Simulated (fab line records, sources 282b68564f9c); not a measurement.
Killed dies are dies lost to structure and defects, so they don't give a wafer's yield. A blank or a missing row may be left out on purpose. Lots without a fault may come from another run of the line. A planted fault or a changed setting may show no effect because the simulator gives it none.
A struck lot beside a sound one | flow rit_cmos | 17 steps out of a route of 202
Sound: wafers L342.2, L342.4, L342.5. Struck: wafers L350.3, L350.4, L350.5. The cause comes at the end.
At each step with rows: each side's tool, then ch and its chambers, then its first start. Under that, the readings that differ: sound wafers | struck wafers | difference of the means | sigmas: that difference in standard deviations of wafers without a fault.
alike: readings whose means differ by less than 2 such deviations, and words and numbers that are the same on both sides. not compared: withheld readings, readings that some wafer has no value for, bounds like >300 that may hide the same value, and numbers for which the record gives no deviation and whose values overlap.
The two part at a step that has a row with sigmas, a row that says differs or no value, or rows on one side only. Numbers that don't overlap but have no deviation are shown without sigmas and don't part them. A reading that every wafer of one side lacks parts them only if that side has two wafers or more.

RIT_NWELL_TW_MEAS_10:
  sound on film_metro-03, day 1 21:58; struck on film_metro-03, day 3 13:58
  alike: NWELL_TW
then, 6 steps without rows for these wafers: RIT_PWELL_HMDS_00 (prime time 60 s); RIT_PWELL_COAT_01 (resist thk 1300 nm); RIT_PWELL_SOFTBAKE_02 (time 60 s); RIT_PWELL_EXPOSE_03 (exposes mask M3, target cd 43700 nm); RIT_PWELL_PEB_04; RIT_PWELL_DEVELOP_05 (develop time 68 s).
RIT_PWELL_OVL_MEAS_06:
  sound on overlay-02, day 1 23:00; struck on overlay-01, day 3 15:10
  alike: PWELL_OVL
then, 2 steps without rows for these wafers: RIT_PWELL_HARDBAKE_07 (time 120 s); RIT_PWELL_IMPLANT_08.
RIT_PWELL_STRIP_09: strips in O2, time 180 s.
  sound on plasma_asher-04 ch 0, day 1 23:26; struck on plasma_asher-04 ch 0,1, day 3 15:39
  alike: drypump_motor_current_A
  not compared: rf_hours_counter_h
RIT_PWELL_TW_MEAS_10:
  sound on film_metro-01, day 1 23:37; struck on film_metro-01, day 3 15:47
  alike: PWELL_TW
RIT_WELLDRIVE_ANNEAL_00: time 14700 s.
  sound on furnace-03 ch 0, day 1 23:40; struck on furnace-02 ch 0, day 3 15:49
  reading                   | sound                | struck               | difference | sigmas
  spike_tc_centre_C (C)     | 1102.5 1102.3 1102.7 | 1067.2 1068.8 1070.0 | -33.8      | -31
  spike_tc_load_C (C)       | 1123 1122 1122       | 1129 1131 1128       | +7         | +2
  zone_power_centre_pct (%) | 52.7 52.1 53.3       | 35.8 36.0 35.7       | -16.9      | -9
RIT_WELLDRIVE_RS_MEAS_01: measures by four-point-probe.
  sound on film_metro-01, day 2 04:46; struck on film_metro-01, day 3 20:57
  reading           | sound             | struck            | difference | sigmas
  NWELL_RS (ohm/sq) | 275.7 274.9 274.8 | 300.0 301.7 299.4 | +25.2      | +31
RIT_WELLDRIVE_RS_MEAS_02: measures by four-point-probe.
  sound on film_metro-01, day 2 04:53; struck on film_metro-01, day 3 21:04
  reading           | sound             | struck            | difference | sigmas
  PWELL_RS (ohm/sq) | 428.5 427.3 426.8 | 453.6 454.1 453.4 | +26.2      | +22
then, 1 step without rows for these wafers: RIT_NRETRO_HMDS_00 (prime time 60 s).
RIT_M1_PROBE_99:
  sound on prober-02, day 3 09:00; struck on prober-01, day 5 02:38
  reading                             | sound                | struck            | difference | sigmas
  model.etest.pmos_0p3.r_on_ohm_um    | 6363 6356 6343       | 6708 6651 6563    | +287       |
  model.etest.nwell_pinched.rs_ohm_sq | 334.8 333.8 332.5    | 384.8 383.7 388.6 | +52.0      |
  model.etest.pwell_pinched.rs_ohm_sq | 459.8 459.2 452.4    | 480.9 489.3 492.3 | +30.4      |
  model.etest.pwell.rs_ohm_sq         | 413.5 415.9 412.9    | 436.4 446.2 444.5 | +28.3      |
  model.etest.pmos_narrow.drive_ua_um | 100.7 99.35 99.66    | 91.05 91.76 93.19 | -7.90      |
  model.etest.pmos_0p3.drive_ua_um    | 100.1 98.21 99.81    | 91.03 92.49 92.26 | -7.45      |
  model.etest.field_n.vt_v (V)        | 34.77 35.54 36.13    | 38.11 38.97 37.39 | +2.68      |
  model.etest.field_p_metal.vt_v (V)  | -30.04 -30.09 -29.79 | -26.88 -26.92 -28 | +2.71      |
  alike: killed_at_M0_to_M3, killed_at_contacts, killed_at_front_end, killed_dies, killed_open, killed_short

WHERE THEY PART
First at RIT_WELLDRIVE_ANNEAL_00; last, within this record, at RIT_WELLDRIVE_RS_MEAS_02. Later steps at which nothing parts them and some readings are alike: RIT_M1_PROBE_99.

WHY: what the simulator had put in
Process parameter drift: furnace-02, from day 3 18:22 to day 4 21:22, at RIT_WELLDRIVE_ANNEAL_00. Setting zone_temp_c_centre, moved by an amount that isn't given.
